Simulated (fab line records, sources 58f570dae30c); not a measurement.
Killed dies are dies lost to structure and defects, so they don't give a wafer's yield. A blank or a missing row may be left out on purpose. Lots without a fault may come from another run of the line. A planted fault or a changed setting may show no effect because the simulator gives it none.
Split-lot experiment | flow berkeley_cmos170 | 5 lots, 23 wafers read, on a route of 331 steps

THE SPLIT
At UCB170_PFIELD_IMPLANT_07, the setting energy_kev was moved away from the recipe's 80 on 6 of the 23 wafers read, by -4.1% to +3.9%. The other wafers ran this setting at the recipe's value.

The reading is taken at the split's own step.

THE READING
implant.drp_nm (the simulator's own value, which no gauge read), in nm, at UCB170_PFIELD_IMPLANT_07. The file gives no usual value for it.

wafer  | tool, chamber at the split | energy_kev as run | against the recipe | implant.drp_nm, nm | against lot-mates on the recipe
L079.2 | implanter-02, 0            | 80                | recipe             | 74.86              | -
L079.3 | implanter-02, 0            | 80                | recipe             | 74.86              | -
L079.5 | implanter-02, 0            | 80                | recipe             | 74.86              | -
L079.4 | implanter-02, 0            | 83.15             | +3.9%              | 76.22              | +1.36
L079.6 | implanter-02, 0            | 83.15             | +3.9%              | 76.22              | +1.36
L081.1 | implanter-02, 0            | 76.7              | -4.1%              | 73.34              | -1.52
L081.3 | implanter-02, 0            | 76.7              | -4.1%              | 73.34              | -1.52
L081.2 | implanter-02, 0            | 80                | recipe             | 74.86              | -
L081.4 | implanter-02, 0            | 80                | recipe             | 74.86              | -
L081.6 | implanter-02, 0            | 80                | recipe             | 74.86              | -
L084.2 | implanter-03, 0            | 80                | recipe             | 74.86              | -
L084.3 | implanter-03, 0            | 80                | recipe             | 74.86              | -
L084.6 | implanter-03, 0            | 80                | recipe             | 74.86              | -
L084.4 | implanter-03, 0            | 82.08             | +2.6%              | 75.77              | +0.91
L084.5 | implanter-03, 0            | 82.08             | +2.6%              | 75.77              | +0.91
L083.1 | implanter-04, 0            | 80                | recipe             | 74.86              | -
L083.4 | implanter-04, 0            | 80                | recipe             | 74.86              | -
L083.5 | implanter-04, 0            | 80                | recipe             | 74.86              | -
L085.1 | implanter-02, 0            | 80                | recipe             | 74.86              | -
L085.2 | implanter-02, 0            | 80                | recipe             | 74.86              | -
L085.3 | implanter-02, 0            | 80                | recipe             | 74.86              | -
L085.4 | implanter-02, 0            | 80                | recipe             | 74.86              | -
L085.5 | implanter-02, 0            | 80                | recipe             | 74.86              | -

THE FIT
A straight line over all 23 wafers: implant.drp_nm changes by +0.357 nm for each +1% of energy_kev; r = +1.00; the points scatter about the line by 0.018 nm.
The same after taking each lot's own level away (the mean of its wafers on the recipe; 23 wafers): +0.357 nm for each +1%; r = +1.00; scatter 0.018 nm.
On that fit, the largest move of energy_kev shifts the reading by 1.5 nm.
The lots' own levels span 74.860 to 74.860 nm.
So the lot-to-lot level changes the slope little: the two slopes agree.
Check: with one of the wafers moved furthest among these (-4.1%) left out of the fit, the line predicts -1.47 nm for it against its lot-mates. It came out at -1.52 nm against them.

OTHER SPLITS ON THESE WAFERS
These wafers also went through other splits before the reading. Each is held against what the fit with the lots' levels taken away leaves over:
other split on the same wafers        | wafers away from the commonest value | r with implant.drp_nm (lot level and that fit taken away)
UCB170_ZERO_COAT_01 resist_thk_nm     | 8                                    | -0.24
UCB170_ZERO_DEVELOP_05 develop_time_s | 9                                    | +0.45
UCB170_NWELL_IMPLANT_14 dose_cm2      | 6                                    | +0.05
UCB170_PWELL_OXIDATION_02 temp_c      | 15                                   | +0.06
UCB170_ACTIVE_COAT_08 spin_rpm        | 11                                   | +0.35
UCB170_ACTIVE_PEB_11 peb_temp_c       | 8                                    | -0.03

THE WHOLE CHAIN: every reading that the file lists as answering this split, in the file's order
step                     | what it does | reading                                                         | change (the file's fit)               | r (the file's)
UCB170_PFIELD_IMPLANT_07 |              | implant.rp_nm (the simulator's own value, which no gauge read)  | +2.08 nm for each +1% of the setting  | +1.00
UCB170_PFIELD_IMPLANT_07 |              | implant.drp_nm (the simulator's own value, which no gauge read) | +0.357 nm for each +1% of the setting | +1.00

THE FILE'S OWN FIT
implant.drp_nm changes by +0.357 nm for each +1% of energy_kev, r = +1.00.
